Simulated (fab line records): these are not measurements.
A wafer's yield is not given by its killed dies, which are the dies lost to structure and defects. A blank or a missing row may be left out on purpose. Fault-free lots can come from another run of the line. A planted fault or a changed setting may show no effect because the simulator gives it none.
Comparing a struck lot with a sound one + flow rit cmos + 15 steps out of a route of 202
Sound: these wafers, L107.1, L107.2, L107.5. Wafers struck: L111.1, L111.5, L111.6. The cause is named last.
Order at every step that has rows: each side's tool, ch and its chambers, its first start. Under that, the readings that differ: sound wafers + struck wafers + difference of the means + sigmas: that difference in standard deviations of wafers without a fault.
alike: readings whose means differ by less than 2 such deviations, and words and numbers that are the same on both sides. not compared: withheld readings, readings that some wafer has no value for, bounds like >300 that may hide the same value, and numbers for which the record gives no deviation and whose values overlap.
Wherever a step has rows on one side only, a row that says differs or no value, or a row with sigmas, the two part there. When numbers do not overlap yet have no deviation, they are printed without sigmas and do not part them. A reading that every wafer of one side lacks parts them only if that side has two wafers or more.

RIT_CONTACT_CVD_00: deposits SiO2 from TEOS, target thk 400 nm, time 61 s.
  sound on pecvd-03 ch 0,1,2, day 5 06:17; struck on pecvd-04 ch 0,1, day 6 05:52
  alike: heater power w
RIT_CONTACT_THK_MEAS_01:
  sound on film metro-04 at day 5 06:20; struck on film metro-03 at day 6 05:55
  alike: CONTACT_TEOS_THK
then, 6 steps without rows for these wafers: RIT_CONTACT_HMDS_02 (prime time 60 s); RIT_CONTACT_COAT_03 (resist thk 1000 nm); RIT_CONTACT_SOFTBAKE_04 (time 60 s); RIT_CONTACT_EXPOSE_05 (exposes mask M11, target cd 1000 nm); RIT_CONTACT_PEB_06; RIT_CONTACT_DEVELOP_07 (develop time 120 s).
RIT_CONTACT_CD_MEAS_08 targets a cd of 1000 nm.
  sound on cd sem-01 at day 5 07:29; struck on cd sem-01 at day 6 06:57
  alike: cd nm
RIT_CONTACT_OVL_MEAS_09:
  sound on overlay-02 at day 5 07:37; struck on overlay-02 at day 6 07:04
  alike: CONTACT_OVL
then, 1 step without rows for these wafers: RIT_CONTACT_HARDBAKE_10 (time 60 s).
RIT_CONTACT_ETCH_11: etches SiO2 in CHF3/CF4/Ar, stops on TiSi2, target depth 480 nm, time 320 s.
  sound on rie diel-01 ch 0,2, day 5 07:48; struck on rie diel-01 ch 2,3, day 6 07:16
  alike: drypump motor current A, oes product au, throttle valve pct
  not compared: rf hours counter h
RIT_CONTACT_STRIP_12: strips in O2, time 180 s.
  sound on plasma asher-01 ch 0,1, day 5 07:59; struck on plasma asher-01 ch 0,1, day 6 07:27
| reading          | sound             | struck            | difference | sigmas |
|------------------|-------------------|-------------------|------------|--------|
| run length s (s) | 208.5 207.5 208.6 | 200.4 199.9 201.0 | -7.8       | -19    |
  alike: drypump motor current A
  not compared: rf hours counter h
RIT_CONTACT_CD_MEAS_90 targets a cd of 1000 nm.
  sound on cd sem-02 at day 5 08:10; struck on cd sem-02 at day 6 07:38
  alike: cd nm
RIT_M1_PROBE_99:
  sound on prober-02 at day 5 12:39; struck on prober-02 at day 6 12:07
| reading                              | sound             | struck            | difference | sigmas |
|--------------------------------------|-------------------|-------------------|------------|--------|
| model.etest.ppoly line.width nm (nm) | 104.8 103.5 105.2 | 107 107.9 106.5   | +3         |        |
| model.etest.npoly line.width nm (nm) | 103.8 103.3 104.4 | 107.4 106.7 104.7 | +2.4       |        |
  alike: killed at contacts, killed at front end, killed dies, killed open, killed short
  not compared: model.etest.ring.delay ps, model.etest.nmos_0p15.off log10 a um, model.etest.ring.quiet log10 a

## WHERE THEY PART
Only at RIT_CONTACT_STRIP_12, within this record. Later steps at which nothing parts them and some readings are alike: RIT_CONTACT_CD_MEAS_90, RIT_M1_PROBE_99.

WHY: whatever the simulator had introduced
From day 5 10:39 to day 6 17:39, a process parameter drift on plasma asher-01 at RIT_CONTACT_STRIP_12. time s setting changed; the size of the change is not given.
